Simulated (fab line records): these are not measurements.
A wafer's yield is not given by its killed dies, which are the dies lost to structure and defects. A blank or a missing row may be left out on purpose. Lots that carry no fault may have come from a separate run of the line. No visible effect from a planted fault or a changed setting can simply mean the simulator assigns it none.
Lot-split experiment | flow berkeleyCmos170 | 27 wafers read from 5 lots, route of 331 steps

== SPLIT DETAILS ==
At UCB170_GATE_OXIDATION_01 (target thk 6.6 nm, ox time 1800 s), the setting oxTimeS was moved away from the recipe's 1800 s on 18 of the 27 wafers read, by +27.8% to +42.6%. The other wafers ran this setting at the recipe's value.

There is no step in the file separating the split from the reading.

== THE READING ==
GATE_OXIDE_THK in nanometres, read at UCB170_GATE_THK_MEAS_02. A value of 6.70 nm with a standard deviation of 0.17 nm is what fault-free wafers of this fab line usually give.

wafer  | tool, chamber at the split | oxTimeS as run, s | against the recipe | GATE_OXIDE_THK, nm | against lot-mates on the recipe
L075.1 | -, -                       | 2566              | +42.6%             | 8.55               | no lot-mate on the recipe
L075.2 | -, -                       | 2566              | +42.6%             | 8.50               | no lot-mate on the recipe
L075.3 | -, -                       | 2566              | +42.6%             | 8.71               | no lot-mate on the recipe
L075.4 | -, -                       | 2566              | +42.6%             | 8.51               | no lot-mate on the recipe
L075.5 | -, -                       | 2566              | +42.6%             | 8.64               | no lot-mate on the recipe
L075.6 | -, -                       | 2566              | +42.6%             | 8.53               | no lot-mate on the recipe
L076.1 | -, -                       | 2300              | +27.8%             | 8.02               | no lot-mate on the recipe
L076.2 | -, -                       | 2300              | +27.8%             | 8.10               | no lot-mate on the recipe
L076.3 | -, -                       | 2300              | +27.8%             | 8.21               | no lot-mate on the recipe
L076.4 | -, -                       | 2300              | +27.8%             | 8.13               | no lot-mate on the recipe
L076.5 | -, -                       | 2300              | +27.8%             | 8.07               | no lot-mate on the recipe
L076.6 | -, -                       | 2300              | +27.8%             | 8.08               | no lot-mate on the recipe
L077.1 | -, -                       | 2564              | +42.4%             | 8.79               | no lot-mate on the recipe
L077.2 | -, -                       | 2564              | +42.4%             | 8.79               | no lot-mate on the recipe
L077.3 | -, -                       | 2564              | +42.4%             | 9.02               | no lot-mate on the recipe
L077.4 | -, -                       | 2564              | +42.4%             | 8.86               | no lot-mate on the recipe
L077.5 | -, -                       | 2564              | +42.4%             | 8.85               | no lot-mate on the recipe
L077.6 | -, -                       | 2564              | +42.4%             | 8.84               | no lot-mate on the recipe
L078.1 | -, -                       | 1800              | recipe             | 6.53               | -
L078.2 | -, -                       | 1800              | recipe             | 6.44               | -
L078.3 | -, -                       | 1800              | recipe             | 6.47               | -
L078.4 | -, -                       | 1800              | recipe             | 6.43               | -
L078.5 | -, -                       | 1800              | recipe             | 6.46               | -
L078.6 | -, -                       | 1800              | recipe             | 6.45               | -
L081.2 | furnace-01, 0              | 1800              | recipe             | 6.76               | -
L081.4 | furnace-01, 0              | 1800              | recipe             | 6.87               | -
L081.6 | furnace-01, 0              | 1800              | recipe             | 6.70               | -

THE FIT
A straight line over all 27 wafers: GATE_OXIDE_THK changes by +0.0508 nm for each +1% of oxTimeS; r = +0.99; the points scatter about the line by 0.16 nm.
Too few moved wafers with a lot-mate on the recipe to fit a line net of each lot's own level.

== THE WHOLE CHAIN: every reading that the file lists as answering this split, in the file's order ==
step                     | what it does                                                                 | reading                                                                          | change (the file's fit)                | r (the file's)
UCB170_GATE_OXIDATION_01 | target thk 6.6 nm, ox time 1800 s                                            | SiO2_of_GATE_OXIDATION_01.thkNm (the simulator's own value, which no gauge read) | +0.0505 nm for each +1% of the setting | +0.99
UCB170_GATE_THK_MEAS_02  |                                                                              | GATE_OXIDE_THK                                                                   | +0.0507 for each +1% of the setting    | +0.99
UCB170_GATE_ETCH_15      | etches poly-Si in HBr/Cl2, stops on SiO2, time 56.3 s, target depth 278.2 nm | SiO2_of_GATE_OXIDATION_01.thkNm (the simulator's own value, which no gauge read) | +0.0503 nm for each +1% of the setting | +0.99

== FILE'S OWN FIT ==
GATE_OXIDE_THK changes by +0.0507 nm for each +1% of oxTimeS, r = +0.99.
